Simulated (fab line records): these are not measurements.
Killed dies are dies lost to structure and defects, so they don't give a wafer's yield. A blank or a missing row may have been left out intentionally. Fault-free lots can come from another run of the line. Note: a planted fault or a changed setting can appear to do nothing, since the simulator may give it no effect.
2 desks looking at one fault + flow berkeley cmos170 + numbers are kept per desk, each desk with only its own; the story behind them comes last

AT THE METROLOGY DESK
What the gauges read for every lot (on any tool): the sampled wafers with a number, averaged. A lot is out of limits, marked OUT, if its mean lies more than 4 standard deviations from the usual mean; the brackets give that distance.
Columns: A = INCOMING_BOW at UCB170_START_BOW_MEAS_00, usual 0 um; B = FIELD_OXIDE_THK at UCB170_FIELD_THK_MEAS_02, usual 551 nm; C = cd nm at UCB170_NLDD_CD_MEAS_06, usual 1199.7 nm
| lot  | first seen here | A  | B   | C      |
|------|-----------------|----|-----|--------|
| L251 | day 1 20:00     | 3  | 553 | 1201.0 |
| L252 | day 2 01:00     | -3 | 532 | 1201.4 |
| L253 | day 2 06:02     | 1  | 567 | 1201.5 |
| L254 | day 2 11:00     | -9 | 551 | 1199.1 |
| L255 | day 2 16:00     | 1  | 542 | 1200.9 |
| L258 | day 3 07:04     | -3 | 545 | 1197.4 |
| L261 | day 3 22:00     | 1  | 539 | 1199.5 |
| L263 | day 4 08:01     | -4 | -   | -      |
| L264 | day 4 13:00     | -5 | -   | -      |
| L265 | day 4 18:00     | 0  | -   | -      |
| L268 | day 5 09:00     | -9 | 579 | 1198.3 |
| L269 | day 5 14:00     | 1  | 564 | 1202.0 |
| L270 | day 5 19:01     | 1  | 545 | 1198.5 |
| L271 | day 6 00:04     | 5  | 541 | 1198.9 |
| L272 | day 6 05:00     | -3 | 545 | 1197.2 |
This desk found nothing out of limits on any of the 15 lots.

TOOL OWNER'S DESK, furnace-02
At UCB170_PWELL_ANNEAL_04 (time 900 s), the tool's own readings, given per lot that ran on this tool as the mean of the sampled wafers with a number. A lot is out of limits, marked OUT, if its mean lies more than 4 standard deviations from the usual mean; the brackets give that distance.
Columns: A = spike tc centre C at UCB170_PWELL_ANNEAL_04, usual 1003.1 C; B = spike tc load C at UCB170_PWELL_ANNEAL_04, usual 1025.8 C; C = spike tc source C at UCB170_PWELL_ANNEAL_04, usual 1022.3 C
| lot  | first seen here | A      | B      | C      |
|------|-----------------|--------|--------|--------|
| L258 | day 4 17:58     | 1002.6 | 1025.8 | 1021.0 |
| L268 | day 7 07:38     | 1003.7 | 1025.8 | 1021.5 |
| L269 | day 7 07:38     | 1003.8 | 1026.4 | 1020.6 |
| L270 | day 7 07:38     | 1002.8 | 1025.7 | 1020.7 |
| L271 | day 7 17:20     | 1001.9 | 1025.3 | 1021.2 |
| L272 | day 7 17:20     | 1002.8 | 1025.4 | 1020.3 |
This desk found nothing out of limits on any of the 6 lots.

ALL TOGETHER
At the metrology desk, nothing out of limits was observed.
The desk of the tool owner found nothing out of limits.

WHAT WAS PUT IN BY THE SIMULATOR
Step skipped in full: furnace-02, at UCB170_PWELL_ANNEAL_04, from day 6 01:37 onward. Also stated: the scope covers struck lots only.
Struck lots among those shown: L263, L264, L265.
